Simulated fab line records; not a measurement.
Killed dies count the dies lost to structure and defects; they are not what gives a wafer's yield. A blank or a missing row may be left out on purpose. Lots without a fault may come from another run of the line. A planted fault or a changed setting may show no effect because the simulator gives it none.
fab line records | flow ritCmos
record lots=5 wafers=15 lastDay=7
route steps=202 shown PWELL@46 WELLDRIVE@50 NWELL@51 NRETRO@53 PRETRO@64
lots with no fault: from the same line, run without faults
startH: hours from the record's opening day to when the first of the lot's shown wafers began | waitH: how many hours have passed since the lot's step before this one | " repeats the value in the row above | L1.1+2: a row that stands for several wafers | - no value present, or no start provided | * or withheld: withheld | < > ~ a bound
route shown NAME@n: NAME is a module with steps in the file, n the number in the route of the first one | usual: mean/standard deviation taken from wafers without a fault | same: alike in all rows | chamber/n: place in a boat | sites: per-site readings | _std_site: standard deviation of those values | _edge_site: the outer-site mean with the inner-site mean subtracted | radiusMm: how far each site lies from the wafer's centre | mask NAME#n: copy n | behind: tool/chamber where the wafer was last shaped | hold: why the lot was held/for how many hours/how that ended | device: transistor that didn't switch, given as n, p or np | end of line: the tests these same wafers got at the end of their route | for a step that has no rows: nothing shown but its recipe | killed: dies lost to structure and defects at the first sort, not the wafer's yield | map: the dies of a wafer, with x for killed, . for not killed, _ for no die there
set.NAME: the setting that was run; set.NAME@STEP: the one run at that earlier step | model.NAME: the simulator's own value behind a step, which no gauge read
lots seen at some steps along the route; tables by step, rows by wafer
services: when a tool's chamber went out of use (startH, in hours from the record's first day, below 0 if earlier), for how many hours, and the reason
## steps
# step RIT_PWELL_HARDBAKE_07
# recipe resist=NOVOLAK tempC=140 timeS=120
# usual heaterPowerTotalW=52.02/0.06
# columns lot.wafer tool chamber startH waitH heaterPowerTotalW
L074.1 lithoTrack-03 0 25.15 0.0 52.02
L074.3 " 0 " " 51.95
L074.5 " 0 " " 52.02
L078.1 lithoTrack-02 0 43.02 0.0 52.01
L078.4 " 0 " " 51.96
L078.6 " 0 " " 52.11
L091.2 lithoTrack-02 0 109.52 0.1 52.00
L091.4 " 0 " " 52.06
L091.6 " 0 " " 52.15
L095.1 lithoTrack-02 0 132.55 0.2 52.03
L095.5 " 0 " " 52.10
L095.6 " 0 " " 52.15
L097.3 lithoTrack-01 0 141.57 0.1 52.05
L097.4 " 0 " " 52.02
L097.5 " 0 " " 52.03
# step RIT_PWELL_IMPLANT_08
# recipe species=B energyKev=170 doseCm2=7e+13 tiltDeg=7
# usual beamOnS=9.97/0.22 tiltDeg=6.999/0.02
# same implantIonAmu=11
# columns lot.wafer tool chamber startH waitH beamOnS tiltDeg
L074.1 implanter-03 0 25.40 0.2 9.76 7.029
L074.3 " 0 " " 9.98 6.992
L074.5 " 0 " " 10.13 6.999
L078.1 implanter-03 0 43.27 0.2 9.94 6.970
L078.4 " 0 " " 10.49 6.979
L078.6 " 0 " " 9.80 6.953
L091.2 implanter-03 0 109.76 0.2 10.01 7.011
L091.4 " 0 " " 9.69 6.999
L091.6 " 0 " " 10.02 7.010
L095.1 implanter-03 0 132.80 0.2 9.89 6.997
L095.5 " 0 " " 9.87 7.014
L095.6 " 0 " " 10.11 7.006
L097.3 implanter-04 0 141.79 0.2 10.01 7.014
L097.4 " 0 " " 9.67 7.002
L097.5 " 0 " " 9.64 7.049
# step RIT_PWELL_STRIP_09
# recipe chemistry=O2 timeS=180 resist=NOVOLAK platenTempC=withheld powerW=500 pressureMtorr=4000 o2FlowSccm=4000
# usual drypumpMotorCurrentA=6.00/0.29
# columns lot.wafer tool chamber startH waitH drypumpMotorCurrentA rfHoursCounterH
L074.1 plasmaAsher-01 1 25.55 0.1 5.67 38
L074.3 " 0 " " 5.64 -
L074.5 " 0 " " 5.66 -
L078.1 plasmaAsher-04 1 43.42 0.1 6.44 36
L078.4 " 0 " " 6.09 -
L078.6 " 0 " " 6.05 -
L091.2 plasmaAsher-04 0 109.88 0.1 6.03 44
L091.4 " 0 " " 6.05 -
L091.6 " 1 " " 6.36 -
L095.1 plasmaAsher-01 1 132.95 0.1 5.66 48
L095.5 " 0 " " 5.64 -
L095.6 " 1 " " 5.68 -
L097.3 plasmaAsher-04 1 141.95 0.1 6.39 -
L097.4 " 0 " " 6.04 -
L097.5 " 1 " " 6.41 -
# step RIT_PWELL_TW_MEAS_10
# usual PWELL_TW=954/15
# columns lot.wafer tool chamber startH waitH PWELL_TW
L074.1 filmMetro-01 - 25.72 0.1 943
L074.3 " - " " 939
L074.5 " - " " 941
L078.1 filmMetro-01 - 43.60 0.1 943
L078.4 " - " " 940
L078.6 " - " " 941
L091.2 filmMetro-04 - 110.07 0.1 959
L091.4 " - " " 956
L091.6 " - " " 962
L095.1 filmMetro-03 - 133.12 0.1 965
L095.5 " - " " 965
L095.6 " - " " 970
L097.3 filmMetro-04 - 142.09 0.1 957
L097.4 " - " " 955
L097.5 " - " " 954
# step RIT_WELLDRIVE_ANNEAL_00
# recipe tempC=1100 timeS=14700 ambient=N2
# usual tube_center_temp_C_max=1102.8/0.45
# columns lot.wafer tool chamber startH waitH tube_center_temp_C_max
L074.1 furnace-01 0 25.78 0.1 1103.2
L074.3 " 0 " " 1102.7
L074.5 " 0 " " 1102.5
L078.1 furnace-01 0 44.52 0.9 1103.2
L078.4 " 0 " " 1102.9
L078.6 " 0 " " 1102.4
L091.2 furnace-03 0 110.42 0.3 1102.4
L091.4 " 0 " " 1102.9
L091.6 " 0 " " 1102.2
L095.1 furnace-04 0 133.37 0.2 1103.2
L095.5 " 0 " " 1102.2
L095.6 " 0 " " 1102.3
L097.3 furnace-03 0 142.13 0.0 1102.7
L097.4 " 0 " " 1102.2
L097.5 " 0 " " 1102.9
# step RIT_WELLDRIVE_RS_MEAS_01
# recipe thkMeasGauge=four-point-probe
# usual NWELL_RS=275.5/0.84
# columns lot.wafer tool chamber startH waitH NWELL_RS[ohm/sq]
L074.1 filmMetro-03 - 30.86 0.0 276.2
L074.3 " - " " 275.1
L074.5 " - " " 275.3
L078.1 filmMetro-01 - 49.60 0.0 274.0
L078.4 " - " " 274.2
L078.6 " - " " 274.8
L091.2 filmMetro-03 - 115.52 0.0 276.2
L091.4 " - " " 277.0
L091.6 " - " " 276.2
L095.1 filmMetro-01 - 138.45 0.0 274.7
L095.5 " - " " 276.2
L095.6 " - " " 275.3
L097.3 filmMetro-01 - 147.25 0.0 274.4
L097.4 " - " " 274.2
L097.5 " - " " 274.8
# step RIT_WELLDRIVE_RS_MEAS_02
# recipe thkMeasGauge=four-point-probe
# usual PWELL_RS=429.3/1.1
# columns lot.wafer tool chamber startH waitH PWELL_RS[ohm/sq]
L074.1 filmMetro-03 - 30.98 0.1 429.3
L074.3 " - " " 430.2
L074.5 " - " " 430.6
L078.1 filmMetro-01 - 49.72 0.1 427.1
L078.4 " - " " 428.1
L078.6 " - " " 427.5
L091.2 filmMetro-03 - 115.64 0.1 429.2
L091.4 " - " " 429.5
L091.6 " - " " 429.0
L095.1 filmMetro-01 - 138.57 0.1 428.3
L095.5 " - " " 427.7
L095.6 " - " " 427.0
L097.3 filmMetro-01 - 147.37 0.1 429.8
L097.4 " - " " 428.2
L097.5 " - " " 427.8
# step RIT_NRETRO_HMDS_00
# recipe primeTimeS=60 primeTempC=140
# columns lot.wafer tool chamber startH waitH
L074.1+3+5 lithoTrack-02 0 31.10 0.1
L078.1+4+6 lithoTrack-01 0 49.84 0.1
L091.2+4+6 lithoTrack-02 0 115.77 0.1
L095.1+5+6 lithoTrack-01 0 138.69 0.1
L097.3+4+5 lithoTrack-04 0 147.50 0.1
# step RIT_NRETRO_COAT_01
# recipe resist=NOVOLAK spinRpm=2000 resistThkNm=1300
# columns lot.wafer tool chamber startH waitH
L074.1+3+5 lithoTrack-02 0 31.25 0.1
L078.1+4+6 lithoTrack-01 0 49.99 0.1
L091.2+4+6 lithoTrack-02 0 115.92 0.1
L095.1+5+6 lithoTrack-01 0 138.84 0.1
L097.3+4+5 lithoTrack-04 0 147.65 0.1
# step RIT_NRETRO_SOFTBAKE_02
# recipe resist=NOVOLAK tempC=90 timeS=60
# usual heaterPowerTotalW=34.55/0.049
# columns lot.wafer tool chamber startH waitH heaterPowerTotalW
L074.1 lithoTrack-02 0 31.40 0.1 34.58
L074.3 " 0 " " 34.57
L074.5 " 0 " " 34.46
L078.1 lithoTrack-01 0 50.14 0.1 34.55
L078.4 " 0 " " 34.57
L078.6 " 0 " " 34.60
L091.2 lithoTrack-02 0 116.07 0.1 34.59
L091.4 " 0 " " 34.52
L091.6 " 0 " " 34.57
L095.1 lithoTrack-01 0 138.99 0.1 34.62
L095.5 " 0 " " 34.59
L095.6 " 0 " " 34.54
L097.3 lithoTrack-04 0 147.80 0.1 34.47
L097.4 " 0 " " 34.51
L097.5 " 0 " " 34.59
# step RIT_NRETRO_EXPOSE_03
# recipe maskId=M4 na=0.57 targetCdNm=43900 doseMj=250
# columns lot.wafer tool chamber startH waitH mask
L074.1+3+5 ilineStepper-01 0 31.68 0.2 M4#0
L078.1+4+6 ilineStepper-01 0 50.29 0.1 M4#0
L091.2+4+6 ilineStepper-01 0 116.21 0.1 M4#0
L095.1+5+6 ilineStepper-01 0 139.27 0.2 M4#0
L097.3+4+5 ilineStepper-01 0 148.06 0.2 M4#0
# step RIT_NRETRO_PEB_04
# recipe resist=NOVOLAK tempC=withheld timeS=withheld
# columns lot.wafer tool chamber startH waitH
L074.1+3+5 lithoTrack-02 0 31.80 0.1
L078.1+4+6 lithoTrack-04 0 50.41 0.1
L091.2+4+6 lithoTrack-04 0 116.34 0.1
L095.1+5+6 lithoTrack-02 0 139.38 0.1
L097.3+4+5 lithoTrack-01 0 148.19 0.1
# step RIT_NRETRO_DEVELOP_05
# recipe resist=NOVOLAK developTimeS=67.08 devTempC=23
# same developTimeS=67.08
# columns lot.wafer tool chamber startH waitH
L074.1+3+5 lithoTrack-02 0 - -
L078.1+4+6 lithoTrack-04 0 - -
L091.2+4+6 lithoTrack-04 0 - -
L095.1+5+6 lithoTrack-02 0 - -
L097.3+4+5 lithoTrack-01 0 - -
# step RIT_NRETRO_OVL_MEAS_06
# usual NRETRO_OVL=-0.2/1.4
# columns lot.wafer tool chamber startH waitH NRETRO_OVL[nm]
L074.1 overlay-02 - 32.11 - 1.4
L074.3 " - " " 1.3
L074.5 " - " " 1.4
L078.1 overlay-02 - 50.72 - -1.7
L078.4 " - " " 0.1
L078.6 " - " " -1.4
L091.2 overlay-01 - 116.63 - -1.1
L091.4 " - " " -1.0
L091.6 " - " " 0.8
L095.1 overlay-02 - 139.70 - -0.4
L095.5 " - " " -1.0
L095.6 " - " " -0.2
L097.3 overlay-01 - 148.47 - 0.4
L097.4 " - " " 0.2
L097.5 " - " " -0.4
# step RIT_NRETRO_HARDBAKE_07
# recipe resist=NOVOLAK tempC=140 timeS=120
# usual heaterPowerTotalW=52.03/0.063
# columns lot.wafer tool chamber startH waitH heaterPowerTotalW
L074.1 lithoTrack-02 0 32.15 0.0 52.09
L074.3 " 0 " " 52.08
L074.5 " 0 " " 51.98
L078.1 lithoTrack-01 0 50.76 0.0 52.01
L078.4 " 0 " " 52.14
L078.6 " 0 " " 52.07
L091.2 lithoTrack-01 0 116.70 0.1 52.14
L091.4 " 0 " " 51.99
L091.6 " 0 " " 51.97
L095.1 lithoTrack-04 0 139.74 0.0 52.09
L095.5 " 0 " " 52.17
L095.6 " 0 " " 51.93
L097.3 lithoTrack-02 0 148.57 0.1 52.07
L097.4 " 0 " " 51.96
L097.5 " 0 " " 52.02
# step RIT_NRETRO_IMPLANT_08
# recipe species=P energyKev=70 doseCm2=1e+13 tiltDeg=7
# usual beamOnS=10.00/0.19 tiltDeg=6.998/0.019
# same implantIonAmu=31
# columns lot.wafer tool chamber startH waitH beamOnS tiltDeg
L074.1 implanter-02 0 32.40 0.2 9.86 6.996
L074.3 " 0 " " 10.17 6.973
L074.5 " 0 " " 10.15 6.991
L078.1 implanter-04 0 51.01 0.2 10.02 7.008
L078.4 " 0 " " 9.94 7.001
L078.6 " 0 " " 10.00 7.005
L091.2 implanter-02 0 116.93 0.2 10.13 7.001
L091.4 " 0 " " 9.99 7.018
L091.6 " 0 " " 9.97 6.999
L095.1 implanter-01 0 139.99 0.2 10.04 6.977
L095.5 " 0 " " 9.93 6.996
L095.6 " 0 " " 10.22 7.007
L097.3 implanter-02 0 148.79 0.2 10.26 6.968
L097.4 " 0 " " 9.65 7.007
L097.5 " 0 " " 10.20 6.980
# step RIT_NRETRO_STRIP_09
# recipe chemistry=O2 timeS=180 resist=NOVOLAK platenTempC=withheld powerW=500 pressureMtorr=4000 o2FlowSccm=4000
# usual drypumpMotorCurrentA=5.86/0.21
# columns lot.wafer tool chamber startH waitH drypumpMotorCurrentA rfHoursCounterH
L074.1 plasmaAsher-03 0 32.55 0.1 6.15 26
L074.3 " 1 " " 5.96 -
L074.5 " 1 " " 5.94 -
L078.1 plasmaAsher-03 0 51.16 0.1 6.15 28
L078.4 " 0 " " 6.16 -
L078.6 " 0 " " 6.17 -
L091.2 plasmaAsher-03 0 117.06 0.1 6.15 35
L091.4 " 0 " " 6.14 -
L091.6 " 0 " " 6.16 -
L095.1 plasmaAsher-01 1 140.14 0.1 5.73 49
L095.5 " 0 " " 5.67 -
L095.6 " 1 " " 5.67 -
L097.3 plasmaAsher-03 0 148.95 0.1 6.15 -
L097.4 " 1 " " 5.96 -
L097.5 " 1 " " 5.97 -
# step RIT_NRETRO_TW_MEAS_10
# usual NRETRO_TW=1044/10
# columns lot.wafer tool chamber startH waitH NRETRO_TW
L074.1 filmMetro-01 - 32.72 0.1 1041
L074.3 " - " " 1035
L074.5 " - " " 1035
L078.1 filmMetro-02 - 51.33 0.1 1040
L078.4 " - " " 1041
L078.6 " - " " 1048
L091.2 filmMetro-04 - 117.24 0.1 1055
L091.4 " - " " 1055
L091.6 " - " " 1051
L095.1 filmMetro-01 - 140.32 0.1 1033
L095.5 " - " " 1035
L095.6 " - " " 1033
L097.3 filmMetro-04 - 149.09 0.1 1061
L097.4 " - " " 1062
L097.5 " - " " 1057
# step RIT_PRETRO_HMDS_00
# recipe primeTimeS=60 primeTempC=140
# columns lot.wafer tool chamber startH waitH
L074.1+3+5 lithoTrack-04 0 32.78 0.1
L078.1+4+6 lithoTrack-02 0 51.53 0.2
L091.2+4+6 lithoTrack-03 0 117.32 0.1
L095.1+5+6 lithoTrack-02 0 140.38 0.1
L097.3+4+5 lithoTrack-02 0 149.18 0.1
# step RIT_PRETRO_COAT_01
# recipe resist=NOVOLAK spinRpm=2000 resistThkNm=1300
# columns lot.wafer tool chamber startH waitH
L074.1+3+5 lithoTrack-04 0 32.93 0.1
L078.1+4+6 lithoTrack-02 0 51.68 0.1
L091.2+4+6 lithoTrack-03 0 117.47 0.1
L095.1+5+6 lithoTrack-02 0 140.53 0.1
L097.3+4+5 lithoTrack-02 0 149.33 0.1
# step RIT_PRETRO_SOFTBAKE_02
# recipe resist=NOVOLAK tempC=90 timeS=60
# usual heaterPowerTotalW=34.56/0.051
# columns lot.wafer tool chamber startH waitH heaterPowerTotalW
L074.1 lithoTrack-04 0 33.08 0.1 34.54
L074.3 " 0 " " 34.57
L074.5 " 0 " " 34.48
L078.1 lithoTrack-02 0 51.83 0.1 34.48
L078.4 " 0 " " 34.68
L078.6 " 0 " " 34.61
L091.2 lithoTrack-03 0 117.62 0.1 34.55
L091.4 " 0 " " 34.47
L091.6 " 0 " " 34.49
L095.1 lithoTrack-02 0 140.68 0.1 34.57
L095.5 " 0 " " 34.63
L095.6 " 0 " " 34.62
L097.3 lithoTrack-02 0 149.48 0.1 34.64
L097.4 " 0 " " 34.51
L097.5 " 0 " " 34.49
# step RIT_PRETRO_EXPOSE_03
# recipe maskId=M5 na=0.57 targetCdNm=43700 doseMj=250
# columns lot.wafer tool chamber startH waitH mask
L074.1+3+5 ilineStepper-02 0 33.23 0.1 M5#0
L078.1+4+6 ilineStepper-01 0 52.08 0.2 M5#0
L091.2+4+6 ilineStepper-02 0 117.76 0.1 M5#0
L095.1+5+6 ilineStepper-02 0 140.83 0.1 M5#0
L097.3+4+5 ilineStepper-02 0 149.61 0.1 M5#0
# step RIT_PRETRO_PEB_04
# recipe resist=NOVOLAK tempC=withheld timeS=withheld
# columns lot.wafer tool chamber startH waitH
L074.1+3+5 lithoTrack-03 0 33.35 0.1
L078.1+4+6 lithoTrack-03 0 52.25 0.1
L091.2+4+6 lithoTrack-04 0 117.89 0.1
L095.1+5+6 lithoTrack-03 0 140.95 0.1
L097.3+4+5 lithoTrack-03 0 149.74 0.1
# step RIT_PRETRO_DEVELOP_05
# recipe resist=NOVOLAK developTimeS=68 devTempC=23
# same developTimeS=68
# columns lot.wafer tool chamber startH waitH
L074.1+3+5 lithoTrack-03 0 - -
L078.1+4+6 lithoTrack-03 0 - -
L091.2+4+6 lithoTrack-04 0 - -
L095.1+5+6 lithoTrack-03 0 - -
L097.3+4+5 lithoTrack-03 0 - -
# step RIT_PRETRO_OVL_MEAS_06
# usual PRETRO_OVL=0.0/1.4
# columns lot.wafer tool chamber startH waitH PRETRO_OVL[nm]
L074.1 overlay-02 - 33.66 - 0.7
L074.3 " - " " -0.5
L074.5 " - " " -1.4
L078.1 overlay-02 - 52.56 - 0.4
L078.4 " - " " 0.6
L078.6 " - " " -2.2
L091.2 overlay-02 - 118.18 - 3.3
L091.4 " - " " 1.2
L091.6 " - " " -0.2
L095.1 overlay-02 - 141.26 - -2.0
L095.5 " - " " -0.7
L095.6 " - " " -1.0
L097.3 overlay-01 - 150.02 - 1.5
L097.4 " - " " 2.2
L097.5 " - " " 3.2
# step RIT_PRETRO_HARDBAKE_07
# recipe resist=NOVOLAK tempC=140 timeS=120
# usual heaterPowerTotalW=52.03/0.06
# columns lot.wafer tool chamber startH waitH heaterPowerTotalW
L074.1 lithoTrack-02 0 33.70 0.0 52.04
L074.3 " 0 " " 51.98
L074.5 " 0 " " 51.97
L078.1 lithoTrack-04 0 52.60 0.0 51.98
L078.4 " 0 " " 51.99
L078.6 " 0 " " 51.94
L091.2 lithoTrack-02 0 118.25 0.1 52.04
L091.4 " 0 " " 52.02
L091.6 " 0 " " 51.93
L095.1 lithoTrack-03 0 141.30 0.0 52.03
L095.5 " 0 " " 52.00
L095.6 " 0 " " 52.15
L097.3 lithoTrack-04 0 150.12 0.1 51.99
L097.4 " 0 " " 52.07
L097.5 " 0 " " 52.02
# step RIT_PRETRO_IMPLANT_08
# recipe species=B energyKev=44.22 doseCm2=1.2e+13 tiltDeg=7
# usual beamOnS=9.97/0.2 tiltDeg=7.000/0.022
# same implantIonAmu=11
# columns lot.wafer tool chamber startH waitH beamOnS tiltDeg
L074.1 implanter-04 0 33.95 0.2 10.35 7.036
L074.3 " 0 " " 9.78 6.991
L074.5 " 0 " " 9.83 7.056
L078.1 implanter-03 0 52.85 0.2 9.97 7.012
L078.4 " 0 " " 9.68 6.963
L078.6 " 0 " " 10.11 7.038
L091.2 implanter-04 0 118.49 0.2 9.85 7.012
L091.4 " 0 " " 10.08 7.001
L091.6 " 0 " " 10.21 7.018
L095.1 implanter-03 0 141.55 0.2 10.14 7.001
L095.5 " 0 " " 9.98 7.007
L095.6 " 0 " " 9.83 6.985
L097.3 implanter-04 0 150.34 0.2 9.85 7.010
L097.4 " 0 " " 9.89 6.998
L097.5 " 0 " " 9.88 7.015
# step RIT_PRETRO_STRIP_09
# recipe chemistry=O2 timeS=180 resist=NOVOLAK platenTempC=withheld powerW=500 pressureMtorr=4000 o2FlowSccm=4000
# usual drypumpMotorCurrentA=5.97/0.26
# columns lot.wafer tool chamber startH waitH drypumpMotorCurrentA rfHoursCounterH
L074.1 plasmaAsher-03 1 34.10 0.1 5.97 26
L074.3 " 1 " " 5.96 -
L074.5 " 1 " " 5.95 -
L078.1 plasmaAsher-04 1 53.00 0.1 6.41 37
L078.4 " 1 " " 6.39 -
L078.6 " 0 " " 6.04 -
L091.2 plasmaAsher-04 1 118.61 0.1 6.37 45
L091.4 " 1 " " 6.44 -
L091.6 " 1 " " 6.39 -
L095.1 plasmaAsher-01 1 141.70 0.1 5.69 49
L095.5 " 0 " " 5.64 -
L095.6 " 1 " " 5.69 -
L097.3 plasmaAsher-01 1 150.50 0.1 5.67 -
L097.4 " 0 " " 5.65 -
L097.5 " 0 " " 5.65 -
# step RIT_PRETRO_TW_MEAS_10
# usual PRETRO_TW=472/6.7
# columns lot.wafer tool chamber startH waitH PRETRO_TW
L074.1 filmMetro-01 - 34.27 0.1 468
L074.3 " - " " 470
L074.5 " - " " 467
L078.1 filmMetro-01 - 53.17 0.1 464
L078.4 " - " " 468
L078.6 " - " " 467
L091.2 filmMetro-01 - 118.80 0.1 465
L091.4 " - " " 465
L091.6 " - " " 465
L095.1 filmMetro-01 - 141.87 0.1 466
L095.5 " - " " 467
L095.6 " - " " 469
L097.3 filmMetro-01 - 150.64 0.1 468
L097.4 " - " " 471
L097.5 " - " " 470
## services
# columns tool chamber startH hours kind
furnace-04 - 9.82 4.0 pm
furnace-03 - 18.86 3.1 pm
implanter-02 - 19.57 3.2 repair
implanter-01 - 19.88 58.4 repair
ilineStepper-01 - 28.59 - consumableReplace:lamp
implanter-04 - 40.73 2.8 repair
ilineStepper-02 - 49.74 9.0 repair
lithoTrack-01 - 55.49 - consumableReplace:filter
plasmaAsher-03 - 57.27 5.9 repair
ilineStepper-01 - 102.16 5.5 repair
plasmaAsher-01 - 105.85 1.3 repair
implanter-02 - 106.58 0.5 repair
furnace-04 - 108.32 15.8 pm
plasmaAsher-01 - 108.39 19.9 repair
ilineStepper-02 0 110.26 - calibration
implanter-03 - 111.90 3.0 pm
implanter-03 - 115.48 6.8 pm
implanter-04 - 134.25 1.2 repair
ilineStepper-01 - 142.98 4.4 pm
furnace-01 - 144.96 2.9 pm
furnace-03 - 149.14 3.8 pm
ilineStepper-01 - 149.92 3.4 repair
## key
fault none
